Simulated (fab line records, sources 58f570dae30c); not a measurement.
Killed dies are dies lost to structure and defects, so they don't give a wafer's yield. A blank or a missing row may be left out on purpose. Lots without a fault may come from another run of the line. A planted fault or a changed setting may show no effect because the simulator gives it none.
fab line records | flow berkeley_cmos170
record lots=7 wafers=21 last_day=11
route steps=331 shown SDANNEAL@205 PSD@206 NSD@207 PLDD@208 NLDD@209 SILICIDE@210 CONTACT@216
lots that met no fault: from a run of the same line without faults
start_h: hours from the record's first day to the start of the lot's first wafer shown | wait_h: hours since the lot's step before | " the same as in the row above | L1.1+2: a row that stands for several wafers | - no value, or no start given | * or withheld: withheld | < > ~ a bound
route shown NAME@n: a module of which the file shows steps, and the number in the route of the first | usual: mean/standard deviation of fault-free wafers | same: alike in all rows | chamber/n: place in a boat | sites: the reading at each site | _std_site: their standard deviation | _edge_site: outer sites' mean less inner sites' | radius_mm: how far each site lies from the wafer's centre | mask NAME#n: copy n | behind: the tool/chamber that last shaped the wafer | hold: why the lot was held/for how many hours/how that ended | device: the transistor (n, p or np) that didn't switch | end of line: the same wafers' tests at the end of the route | a step without rows: its recipe alone | killed: dies lost to structure and defects at the first sort, not the wafer's yield | map: a wafer's dies, x killed, . not, _ none there
set.NAME: the setting as run; set.NAME@STEP: as run at that earlier step | model.NAME: the simulator's own value behind a step, which no gauge read
lots at some steps of the route; a table a step, a row a wafer
services: from which hour (start_h, from the record's first day; less than 0 if before it) a tool's chamber was out of use, for how many hours, and why
## steps
# step UCB170_SDANNEAL_RTA_01
# recipe temp_c=1050 time_s=5 ambient=N2
# usual lamp_power_pct=32.5/1.2 wafer_temp_C_max=1054.1/1.1
# columns lot.wafer tool chamber start_h wait_h lamp_power_pct wafer_temp_C_max
L495.1 rtp_anneal-01 0 152.38 0.1 34.1 1054.1
L495.3 " 0 " " 34.1 1053.6
L495.4 " 0 " " 34.2 1054.6
L508.1 rtp_anneal-02 0 217.60 0.1 31.6 1054.4
L508.3 " 0 " " 31.6 1053.7
L508.4 " 0 " " 31.6 1053.0
L507.2 rtp_anneal-02 0 218.04 0.1 31.6 1053.6
L507.3 " 0 " " 31.6 1053.8
L507.6 " 0 " " 31.6 1053.5
L512.3 rtp_anneal-02 0 237.65 0.1 31.6 1052.4
L512.5 " 0 " " 31.6 1054.1
L512.6 " 0 " " 31.6 1052.9
L513.1 rtp_anneal-01 0 237.90 0.1 34.1 1055.9
L513.4 " 0 " " 34.1 1053.5
L513.6 " 0 " " 34.1 1057.8
L511.2 rtp_anneal-02 0 238.09 0.1 31.6 1052.5
L511.4 " 0 " " 31.6 1053.3
L511.5 " 0 " " 31.5 1052.4
L515.2 rtp_anneal-02 0 241.59 0.1 31.6 1055.3
L515.5 " 0 " " 31.6 1054.2
L515.6 " 0 " " 31.6 1053.5
# step UCB170_SDANNEAL_RS_MEAS_02
# recipe thk_meas_gauge=four-point-probe
# usual PSD_RS=75.5/0.32
# columns lot.wafer tool chamber start_h wait_h PSD_RS[ohm/sq]
L495.1 film_metro-02 - 152.44 0.0 75.6
L495.3 " - " " 75.7
L495.4 " - " " 75.5
L508.1 film_metro-03 - 217.66 0.0 74.9
L508.3 " - " " 74.8
L508.4 " - " " 75.0
L507.2 film_metro-02 - 218.11 0.1 75.8
L507.3 " - " " 75.9
L507.6 " - " " 76.1
L512.3 film_metro-04 - 237.73 0.1 76.0
L512.5 " - " " 75.5
L512.6 " - " " 75.7
L513.1 film_metro-03 - 237.96 0.0 75.2
L513.4 " - " " 75.8
L513.6 " - " " 75.5
L511.2 film_metro-04 - 238.19 0.1 75.7
L511.4 " - " " 75.6
L511.5 " - " " 75.6
L515.2 film_metro-02 - 241.71 0.1 75.3
L515.5 " - " " 74.9
L515.6 " - " " 75.1
# step UCB170_SDANNEAL_RS_MEAS_03
# recipe thk_meas_gauge=four-point-probe
# usual NSD_RS=37.25/0.087
# columns lot.wafer tool chamber start_h wait_h NSD_RS[ohm/sq]
L495.1 film_metro-02 - 152.56 0.1 37.27
L495.3 " - " " 37.33
L495.4 " - " " 37.32
L508.1 film_metro-03 - 217.78 0.1 37.13
L508.3 " - " " 37.31
L508.4 " - " " 37.14
L507.2 film_metro-02 - 218.23 0.1 37.24
L507.3 " - " " 37.18
L507.6 " - " " 37.20
L512.3 film_metro-04 - 237.85 0.1 37.26
L512.5 " - " " 37.27
L512.6 " - " " 37.28
L513.1 film_metro-03 - 238.08 0.1 37.34
L513.4 " - " " 37.28
L513.6 " - " " 37.33
L511.2 film_metro-04 - 238.31 0.1 37.16
L511.4 " - " " 37.21
L511.5 " - " " 37.08
L515.2 film_metro-02 - 241.83 0.1 37.26
L515.5 " - " " 37.25
L515.6 " - " " 37.28
# step UCB170_SDANNEAL_RS_MEAS_04
# recipe thk_meas_gauge=four-point-probe
# usual PLDD_RS=1032/3
# columns lot.wafer tool chamber start_h wait_h PLDD_RS[ohm/sq]
L495.1 film_metro-02 - 152.68 0.1 1037
L495.3 " - " " 1032
L495.4 " - " " 1034
L508.1 film_metro-03 - 217.90 0.1 1028
L508.3 " - " " 1027
L508.4 " - " " 1027
L507.2 film_metro-02 - 218.35 0.1 1031
L507.3 " - " " 1030
L507.6 " - " " 1029
L512.3 film_metro-04 - 237.97 0.1 1036
L512.5 " - " " 1031
L512.6 " - " " 1033
L513.1 film_metro-03 - 238.20 0.1 1031
L513.4 " - " " 1028
L513.6 " - " " 1029
L511.2 film_metro-04 - 238.43 0.1 1033
L511.4 " - " " 1038
L511.5 " - " " 1032
L515.2 film_metro-02 - 241.95 0.1 1033
L515.5 " - " " 1029
L515.6 " - " " 1033
# step UCB170_SDANNEAL_RS_MEAS_05
# recipe thk_meas_gauge=four-point-probe
# usual NLDD_RS=616.1/1.4
# columns lot.wafer tool chamber start_h wait_h NLDD_RS[ohm/sq]
L495.1 film_metro-02 - 152.80 0.1 616.5
L495.3 " - " " 615.9
L495.4 " - " " 614.8
L508.1 film_metro-03 - 218.02 0.1 616.2
L508.3 " - " " 617.1
L508.4 " - " " 615.9
L507.2 film_metro-02 - 218.47 0.1 615.8
L507.3 " - " " 617.6
L507.6 " - " " 616.1
L512.3 film_metro-04 - 238.09 0.1 616.7
L512.5 " - " " 617.8
L512.6 " - " " 618.9
L513.1 film_metro-03 - 238.32 0.1 614.0
L513.4 " - " " 614.9
L513.6 " - " " 615.2
L511.2 film_metro-04 - 238.55 0.1 616.2
L511.4 " - " " 618.1
L511.5 " - " " 616.4
L515.2 film_metro-02 - 242.07 0.1 614.2
L515.5 " - " " 615.2
L515.6 " - " " 614.7
# step UCB170_SILICIDE_PRE_CLEAN_00
# recipe gas=Ar preclean_etch_time_s=60
# step UCB170_SILICIDE_SPUTTER_01
# recipe material=Ti target_thk_nm=30 time_s=23.83 power_w=1500 chamber_pressure_pa=0.5
# usual throttle_valve_pct=29.7/1.2
# columns lot.wafer tool chamber start_h wait_h throttle_valve_pct
L495.1 pvd_sputter-02 - 152.99 0.0 29.3
L495.3 " - " " 30.2
L495.4 " - " " 31.5
L508.1 pvd_sputter-01 - 218.20 0.0 27.5
L508.3 " - " " 31.1
L508.4 " - " " 30.5
L507.2 pvd_sputter-04 - 218.64 0.0 28.8
L507.3 " - " " 29.2
L507.6 " - " " 28.4
L512.3 pvd_sputter-02 - 238.24 0.0 29.7
L512.5 " - " " 31.3
L512.6 " - " " 29.1
L513.1 pvd_sputter-01 - 238.51 0.0 30.9
L513.4 " - " " 31.0
L513.6 " - " " 30.7
L511.2 pvd_sputter-04 - 238.72 0.0 29.6
L511.4 " - " " 28.8
L511.5 " - " " 28.7
L515.2 pvd_sputter-01 - 242.23 0.0 30.8
L515.5 " - " " 27.2
L515.6 " - " " 30.7
# step UCB170_SILICIDE_RS_MEAS_02
# recipe thk_meas_gauge=four-point-probe reads=Ti_of_SILICIDE_SPUTTER_01
# usual SILICIDE_TI_RS=27.5/0.39
# columns lot.wafer tool chamber start_h wait_h SILICIDE_TI_RS[ohm/sq]
L495.1 film_metro-02 - 153.02 0.0 27.5
L495.3 " - " " 28.0
L495.4 " - " " 28.0
L508.1 film_metro-04 - 218.23 0.0 27.3
L508.3 " - " " 27.4
L508.4 " - " " 27.2
L507.2 film_metro-01 - 218.69 0.0 27.8
L507.3 " - " " 27.8
L507.6 " - " " 27.4
L512.3 film_metro-01 - 238.31 0.1 27.3
L512.5 " - " " 27.6
L512.6 " - " " 27.2
L513.1 film_metro-02 - 238.54 0.0 27.3
L513.4 " - " " 27.3
L513.6 " - " " 27.4
L511.2 film_metro-01 - 238.77 0.0 27.3
L511.4 " - " " 27.5
L511.5 " - " " 27.3
L515.2 film_metro-01 - 242.28 0.0 27.4
L515.5 " - " " 27.2
L515.6 " - " " 27.2
# step UCB170_SILICIDE_THK_MEAS_03
# recipe thk_meas_gauge=xrf reads=Ti_of_SILICIDE_SPUTTER_01
# usual SILICIDE_TI_THK=28.1/0.33
# columns lot.wafer tool chamber start_h wait_h SILICIDE_TI_THK[nm]
L495.1 film_metro-02 - 153.14 0.1 28.1
L495.3 " - " " 27.6
L495.4 " - " " 27.7
L508.1 film_metro-04 - 218.35 0.1 28.5
L508.3 " - " " 28.5
L508.4 " - " " 28.5
L507.2 film_metro-01 - 218.80 0.1 27.8
L507.3 " - " " 27.8
L507.6 " - " " 28.1
L512.3 film_metro-01 - 238.41 0.1 28.4
L512.5 " - " " 28.0
L512.6 " - " " 28.3
L513.1 film_metro-02 - 238.66 0.1 28.3
L513.4 " - " " 28.3
L513.6 " - " " 28.1
L511.2 film_metro-01 - 238.88 0.1 28.2
L511.4 " - " " 28.1
L511.5 " - " " 28.3
L515.2 film_metro-01 - 242.39 0.1 28.2
L515.5 " - " " 28.3
L515.6 " - " " 28.4
# step UCB170_SILICIDE_RTA_04
# recipe temp_c=650 time_s=15 ambient=N2
# usual lamp_power_pct=8.9/0.31 wafer_temp_C_max=652.3/0.7
# columns lot.wafer tool chamber start_h wait_h lamp_power_pct wafer_temp_C_max
L495.1 rtp_anneal-02 0 153.20 0.1 8.8 651.1
L495.3 " 0 " " 8.8 651.2
L495.4 " 0 " " 8.8 652.3
L508.1 rtp_anneal-02 0 218.48 0.1 8.8 651.7
L508.3 " 0 " " 8.8 651.8
L508.4 " 0 " " 8.8 652.7
L507.2 rtp_anneal-02 0 218.86 0.1 8.8 651.8
L507.3 " 0 " " 8.8 651.9
L507.6 " 0 " " 8.8 652.7
L512.3 rtp_anneal-02 0 238.48 0.1 8.8 651.0
L512.5 " 0 " " 8.8 651.5
L512.6 " 0 " " 8.8 651.9
L513.1 rtp_anneal-01 0 238.72 0.1 9.5 653.0
L513.4 " 0 " " 9.5 652.7
L513.6 " 0 " " 9.5 653.7
L511.2 rtp_anneal-02 0 238.94 0.1 8.8 652.2
L511.4 " 0 " " 8.8 652.0
L511.5 " 0 " " 8.8 652.4
L515.2 rtp_anneal-02 0 242.47 0.1 8.8 651.8
L515.5 " 0 " " 8.8 652.3
L515.6 " 0 " " 8.8 652.1
# step UCB170_SILICIDE_WET_ETCH_05
# recipe chemistry=SPM time_s=45 temp_c=120 target=Ti
# step UCB170_CONTACT_CLEAN_00
# recipe chemistry=SPM temp_c=120 time_s=600
# step UCB170_CONTACT_CVD_01
# recipe material=PSG target_thk_nm=700 temp_c=450 precursor=SiH4/O2/PH3 time_s=2820 pressure_mtorr=300 sih4_flow_sccm=60 o2_flow_sccm=90 ph3_flow_sccm=25
# usual pressure_mtorr=299.8/0.6
# columns lot.wafer tool chamber start_h wait_h pressure_mtorr model.PSG_of_CONTACT_CVD_01.thk_nm
L495.1 lpcvd-01 0 154.13 0.7 300.1 696.8
L495.3 " 0 " " 299.1 699.3
L495.4 " 0 " " 299.9 697
L507.2 lpcvd-01 1 219.58 0.5 299.5 696.8
L507.3 " 1 " " 299.6 699.8
L507.6 " 1 " " 299.6 701
L508.1 lpcvd-01 0 219.58 0.8 299.6 697.8
L508.3 " 0 " " 299.5 693.6
L508.4 " 0 " " 300.1 696
L511.2 lpcvd-01 1 239.63 0.4 450.6 868.3
L511.4 " 1 " " 450.4 865.2
L511.5 " 1 " " 450.6 865.6
L512.3 lpcvd-01 1 239.63 0.9 450.4 865.5
L512.5 " 1 " " 450.9 861.6
L512.6 " 1 " " 450.1 858.6
L513.1 lpcvd-01 0 239.63 0.6 448.9 855.7
L513.4 " 0 " " 450.1 855.3
L513.6 " 0 " " 449.4 858.1
L515.2 lpcvd-02 1 242.79 0.0 300.6 707.3
L515.5 " 1 " " 299.7 700.5
L515.6 " 1 " " 299.6 702.3
# step UCB170_CONTACT_THK_MEAS_02
# recipe reads=PSG_of_CONTACT_CVD_01
# usual CONTACT_PSG_THK=699/5.8
# columns lot.wafer tool chamber start_h wait_h CONTACT_PSG_THK[nm]
L495.1 film_metro-01 - 155.91 0.0 698
L495.3 " - " " 700
L495.4 " - " " 696
L508.1 film_metro-03 - 221.36 0.0 698
L508.3 " - " " 693
L508.4 " - " " 696
L507.2 film_metro-02 - 221.37 0.0 697
L507.3 " - " " 700
L507.6 " - " " 700
L513.1 film_metro-01 - 241.41 0.0 857
L513.4 " - " " 856
L513.6 " - " " 858
L511.2 film_metro-02 - 241.42 0.0 868
L511.4 " - " " 865
L511.5 " - " " 866
L512.3 film_metro-03 - 241.43 0.0 865
L512.5 " - " " 862
L512.6 " - " " 859
L515.2 film_metro-03 - 244.58 0.0 707
L515.5 " - " " 701
L515.6 " - " " 702
# step UCB170_CONTACT_HMDS_03
# recipe prime_time_s=60 prime_temp_c=100
# step UCB170_CONTACT_COAT_04
# recipe resist=KrF spin_rpm=1500 resist_thk_nm=900
# step UCB170_CONTACT_SOFTBAKE_05
# recipe resist=KrF temp_c=130 time_s=60
# step UCB170_CONTACT_STRIP_06
# recipe chemistry=O2 power_w=400 pressure_mtorr=3500 platen_temp_c=withheld o2_flow_sccm=400 overash_fraction=0.5
# step UCB170_CONTACT_CLEAN_07
# recipe chemistry=SPM temp_c=120 time_s=600
# step UCB170_CONTACT_RTA_08
# recipe temp_c=900 time_s=10 ambient=N2
# step UCB170_CONTACT_COAT_09
# recipe resist=BARC temp_c=withheld time_s=withheld spin_rpm=3000 resist_thk_nm=withheld
# step UCB170_CONTACT_COAT_10
# recipe resist=KrF spin_rpm=1500 resist_thk_nm=900
# step UCB170_CONTACT_SOFTBAKE_11
# recipe resist=KrF temp_c=130 time_s=60
# step UCB170_CONTACT_EXPOSE_12
# recipe mask_id=CONT target_cd_nm=700 na=0.5 sigma_outer=0.6 source_shape=conventional dose_mj=35
# step UCB170_CONTACT_PEB_13
# recipe peb_temp_c=130 peb_time_s=withheld resist=KrF
# step UCB170_CONTACT_DEVELOP_14
# recipe developer=TMAH develop_time_s=45 resist=KrF dev_temp_c=21
# step UCB170_CONTACT_CD_MEAS_15
# recipe target_cd_nm=700
# usual cd_nm=699.6/1.6
# columns lot.wafer tool chamber start_h wait_h cd_nm
L495.1 cd_sem-02 - 157.94 - 698.0
L495.3 " - " " 697.3
L495.4 " - " " 696.8
L507.2 cd_sem-02 - 223.93 - 697.2
L507.3 " - " " 698.1
L507.6 " - " " 696.9
L508.1 cd_sem-01 - 224.26 - 701.4
L508.3 " - " " 698.5
L508.4 " - " " 699.3
L511.2 cd_sem-02 - 243.53 - 700.3
L511.4 " - " " 699.8
L511.5 " - " " 700.4
L512.3 cd_sem-02 - 243.67 - 700.0
L512.5 " - " " 699.9
L512.6 " - " " 701.4
L513.1 cd_sem-01 - 243.80 - 697.8
L513.4 " - " " 697.6
L513.6 " - " " 697.6
L515.2 cd_sem-01 - 246.29 - 699.7
L515.5 " - " " 699.5
L515.6 " - " " 700.6
# step UCB170_CONTACT_OVL_MEAS_16
# usual CONTACT_OVL=1/4.9
# columns lot.wafer tool chamber start_h wait_h CONTACT_OVL[nm]
L495.1 overlay-01 - 158.06 0.1 8
L495.3 " - " " 3
L495.4 " - " " 4
L507.2 overlay-02 - 224.03 0.1 3
L507.3 " - " " 5
L507.6 " - " " 1
L508.1 overlay-01 - 224.38 0.1 1
L508.3 " - " " 6
L508.4 " - " " 4
L511.2 overlay-01 - 243.64 0.1 6
L511.4 " - " " 2
L511.5 " - " " 4
L512.3 overlay-02 - 243.76 0.1 1
L512.5 " - " " -4
L512.6 " - " " 8
L513.1 overlay-01 - 243.92 0.1 -2
L513.4 " - " " -1
L513.6 " - " " -1
L515.2 overlay-01 - 246.39 0.1 -3
L515.5 " - " " -6
L515.6 " - " " -1
# step UCB170_CONTACT_ETCH_17
# recipe chemistry=N2/H2 target_depth_a=withheld overetch_a=withheld target=BARC time_s=withheld source_w=500 bias_w=100 pressure_mtorr=30 n2_flow_sccm=100 h2_flow_sccm=200
# usual drypump_motor_current_A=5.7/0.58 oes_product_au=0.995/0.019 throttle_valve_pct=13.37/0.17
# columns lot.wafer tool chamber start_h wait_h drypump_motor_current_A oes_product_au throttle_valve_pct
L495.1 rie_diel-01 2 158.10 0.0 5.1 1.026 13.43
L495.3 " 1 " " 5.0 0.984 13.45
L495.4 " 3 " " 5.5 1.008 13.11
L507.2 rie_diel-01 2 224.06 0.0 5.0 1.013 13.45
L507.3 " 0 " " 5.9 0.959 13.23
L507.6 " 0 " " 5.9 0.963 13.21
L508.1 rie_diel-03 3 224.42 0.0 6.7 0.974 13.20
L508.3 " 0 " " 6.0 0.982 13.45
L508.4 " 2 " " 6.5 1.020 13.45
L511.2 rie_diel-03 3 243.67 0.0 6.7 0.992 13.20
L511.4 " 2 " " 6.5 1.023 13.47
L511.5 " 1 " " 6.0 0.975 13.54
L512.3 rie_diel-02 0 243.79 0.0 6.1 0.991 13.42
L512.5 " 1 " " 4.7 1.016 13.48
L512.6 " 0 " " 6.1 1.000 13.41
L513.1 rie_diel-01 1 243.96 0.0 5.0 0.955 13.43
L513.4 " 0 " " 5.9 0.956 13.22
L513.6 " 3 " " 5.5 1.005 13.09
L515.2 rie_diel-02 2 246.42 0.0 5.2 1.002 13.13
L515.5 " 3 " " 6.2 0.982 13.68
L515.6 " 2 " " 5.2 1.002 13.12
# step UCB170_CONTACT_ETCH_18
# recipe chemistry=CHF3/CF4/Ar target=PSG stop_on=TiSi2 CHF3_flow_sccm=45 cf4_flow_sccm=15 Ar_flow_sccm=150 pressure_mtorr=200 rf_w=700 target_depth_a=8400 over_etch_frac=0.2 time_s=195
# usual cf4_flow_sccm=15.00/0.042 drypump_motor_current_A=5.7/0.58 oes_product_au=0.897/0.012 throttle_valve_pct=6.96/0.12
# columns lot.wafer tool chamber start_h wait_h cf4_flow_sccm drypump_motor_current_A oes_product_au rf_hours_counter_h throttle_valve_pct model.etch.depth_nm model.CONTACT.feature_depth_nm
L495.1 rie_diel-01 2 - - 15.01 5.1 0.898 113 7.02 696.8 696.8
L495.3 " 1 " " 15.01 5.0 0.892 9 7.02 699.3 699.3
L495.4 " 3 " " 14.98 5.5 0.895 113 6.82 697 697
L507.2 rie_diel-01 2 - - 14.94 5.1 0.900 117 7.02 696.8 696.8
L507.3 " 0 " " 15.02 5.9 0.895 42 6.80 699.8 699.8
L507.6 " 0 " " 15.02 5.9 0.895 - 6.79 701 701
L508.1 rie_diel-03 3 - - 15.03 6.7 0.890 95 6.84 697.8 697.8
L508.3 " 0 " " 14.98 6.0 0.875 20 7.03 693.6 693.6
L508.4 " 2 " " 15.01 6.5 0.912 132 7.09 696 696
L511.2 rie_diel-03 3 - - 15.00 6.7 0.997 97 6.85 827.5 827.5
L511.4 " 2 " " 14.99 6.5 1.009 133 7.10 836.1 836.1
L511.5 " 1 " " 14.97 6.0 0.982 - 7.06 830.8 830.8
L512.3 rie_diel-02 0 - - 14.91 6.1 0.990 93 6.90 844.1 844.1
L512.5 " 1 " " 15.02 4.7 1.018 - 7.07 839.6 839.6
L512.6 " 0 " " 14.97 6.1 0.984 - 6.91 841.1 841.1
L513.1 rie_diel-01 1 - - 15.06 5.0 0.983 13 7.00 814.6 814.6
L513.4 " 0 " " 15.01 5.9 0.977 44 6.81 814.5 814.5
L513.6 " 3 " " 15.06 5.5 0.990 - 6.81 830.2 830.2
L515.2 rie_diel-02 2 - - 15.00 5.2 0.923 21 6.83 707.3 707.3
L515.5 " 3 " " 15.01 6.2 0.894 - 7.15 700.5 700.5
L515.6 " 2 " " 14.98 5.2 0.920 - 6.84 702.3 702.3
# step UCB170_CONTACT_STRIP_19
# recipe chemistry=O2 power_w=400 pressure_mtorr=3500 platen_temp_c=withheld o2_flow_sccm=400 overash_fraction=0.5
# usual drypump_motor_current_A=5.7/0.48 oes_product_au=0.725/0.0049
# columns lot.wafer tool chamber start_h wait_h drypump_motor_current_A oes_product_au rf_hours_counter_h
L495.1 plasma_asher-02 1 158.26 - 5.8 0.728 3
L495.3 " 0 " " 5.2 0.729 -
L495.4 " 1 " " 5.8 0.719 -
L507.2 plasma_asher-02 1 224.23 - 5.8 0.719 11
L507.3 " 0 " " 5.2 0.727 -
L507.6 " 0 " " 5.2 0.727 -
L508.1 plasma_asher-03 0 224.58 - 6.2 0.734 56
L508.3 " 0 " " 6.2 0.723 -
L508.4 " 1 " " 5.9 0.728 -
L511.2 plasma_asher-03 1 243.83 - 5.8 0.733 59
L511.4 " 0 " " 6.2 0.732 -
L511.5 " 0 " " 6.2 0.726 -
L512.3 plasma_asher-02 1 243.99 - 5.8 0.727 -
L512.5 " 0 " " 5.2 0.726 -
L512.6 " 1 " " 5.8 0.721 -
L513.1 plasma_asher-01 1 244.13 - 6.4 0.724 46
L513.4 " 0 " " 4.9 0.728 -
L513.6 " 1 " " 6.3 0.722 -
L515.2 plasma_asher-01 1 246.59 - 6.3 0.725 46
L515.5 " 0 " " 5.0 0.730 -
L515.6 " 1 " " 6.3 0.729 -
## services
# columns tool chamber start_h hours kind
rie_diel-02 - 129.99 2.8 pm
rtp_anneal-01 - 185.50 6.9 pm
rie_diel-03 1 193.92 3.0 repair
rtp_anneal-01 - 199.45 33.4 pm
pvd_sputter-04 - 201.11 2.4 repair
pvd_sputter-04 3 204.91 - consumable_replace:kit
pvd_sputter-04 3 204.91 18.0 scheduled_down
pvd_sputter-04 3 204.91 18.0 vent_cycle
plasma_asher-02 - 205.12 2.1 repair
rie_diel-02 - 223.26 1.9 repair
rie_diel-03 2 227.47 1.5 repair
rie_diel-02 1 231.91 2.4 repair
rie_diel-03 - 237.47 0.9 repair
lpcvd-01 - 241.72 6.1 pm
rie_diel-03 - 245.10 4.0 pm
## key
first_sign step=UCB170_CONTACT_CVD_01 reading=pressure_mtorr direction=up sigmas=99+ usual=299.8 struck=450.2
effect step=UCB170_CONTACT_THK_MEAS_02 reading=CONTACT_PSG_THK direction=up sigmas=28 usual=699 struck=862
effect step=UCB170_CONTACT_ETCH_18 reading=oes_product_au direction=up sigmas=7.8 usual=0.897 struck=0.992
model_effect step=UCB170_CONTACT_CVD_01 value=PSG_of_CONTACT_CVD_01.thk_nm without=704.2 struck=861.6
model_effect step=UCB170_CONTACT_ETCH_18 value=etch.depth_nm without=704.2 struck=830.9
met_at UCB170_CONTACT_CVD_01
struck_wafers L511.2,L511.4,L511.5,L512.3,L512.5,L512.6,L513.1,L513.4,L513.6
later_rows_left_out L511.2,L511.4,L511.5,L512.3,L512.5,L512.6,L513.1,L513.4,L513.6
sort_left_out L511.2,L511.4,L511.5,L512.3,L512.5,L512.6,L513.1,L513.4,L513.6
tester_left_out L511,L512,L513
onset_between 219.58 239.63
fault kind=process_parameter_drift tool=lpcvd-01 chamber=- onset_h=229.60 steps=UCB170_CONTACT_CVD_01 channel=pressure_mtorr offset=150 shape=step end_h=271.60 acts_in=these_recipes_only stated=300
# tester_left_out: of these lots the tester's yield and bins aren't shown, on N5 and GAA mostly nor the transistor test; their killed dies are dies lost to structure and defects alone, not to doping, threshold or leakage, so they don't give the yield
# sort_left_out: the simulated sort isn't trusted on such a fault, so these wafers' sort isn't shown, and their yield isn't known
# later_rows_left_out: the simulator's readings of these wafers behind a module that went badly wrong aren't trusted and aren't shown, but for the sort
